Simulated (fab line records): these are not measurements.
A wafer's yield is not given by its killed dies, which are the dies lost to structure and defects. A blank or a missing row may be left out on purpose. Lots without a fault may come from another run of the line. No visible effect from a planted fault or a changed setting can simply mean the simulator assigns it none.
One fault through the eyes of 2 desks	flow berkeley_cmos170	numbers are kept per desk, each desk with only its own; the story behind them comes last

## METROLOGY DESK
What the gauges read for every lot (on any tool): the sampled wafers with a number, averaged. Any lot whose mean is over 4 standard deviations away from the usual mean is out of limits and marked OUT; that distance is given in the brackets.
Columns: A = cd_nm at UCB170_NSD_CD_MEAS_06, usual 1199.6 nm
lot	first seen here	A
L861	day 7 02:53	1199.6
L865	day 7 02:59	1199.7
L862	day 7 03:08	1199.0
L864	day 7 03:15	1200.5
L866	day 7 15:40	1197.9
L867	day 7 22:53	1198.6
L870	day 8 20:05	1200.1
L869	day 8 20:22	1199.7
L871	day 8 22:02	1199.9
L873	day 9 09:20	1198.6
L877	day 10 00:33	1201.1
L878	day 10 12:08	1201.2
L883	day 11 10:57	1199.0
This desk's finding: nothing out of limits on any of the 13 lots.

## AT THE TOOL OWNER'S DESK: litho_track-04
The tool's own readings at UCB170_NSD_COAT_01 (resist thk 900 nm): means of the sampled wafers that have a number, for each lot that ran on this tool. Any lot whose mean is over 4 standard deviations away from the usual mean is out of limits and marked OUT; that distance is given in the brackets.
Columns: A = exhaust_pa at UCB170_NSD_COAT_01, usual 45.0 Pa; B = spin_speed_rpm at UCB170_NSD_COAT_01, usual 1499.9 rpm
lot	first seen here	A	B
L862	day 7 02:17	45.3	1499.7
L867	day 7 22:11	44.6	1500.0
L873	day 9 08:19	45.1	1499.8
L877	day 9 23:15	45.6	1500.8
L878	day 10 11:17	45.1	1499.7
This desk's finding: nothing out of limits on any of the 5 lots.

## BROUGHT TOGETHER
Metrology desk: nothing out of limits seen.
The tool owner's desk saw nothing out of limits.

## WHAT THE SIMULATOR HAD INSERTED
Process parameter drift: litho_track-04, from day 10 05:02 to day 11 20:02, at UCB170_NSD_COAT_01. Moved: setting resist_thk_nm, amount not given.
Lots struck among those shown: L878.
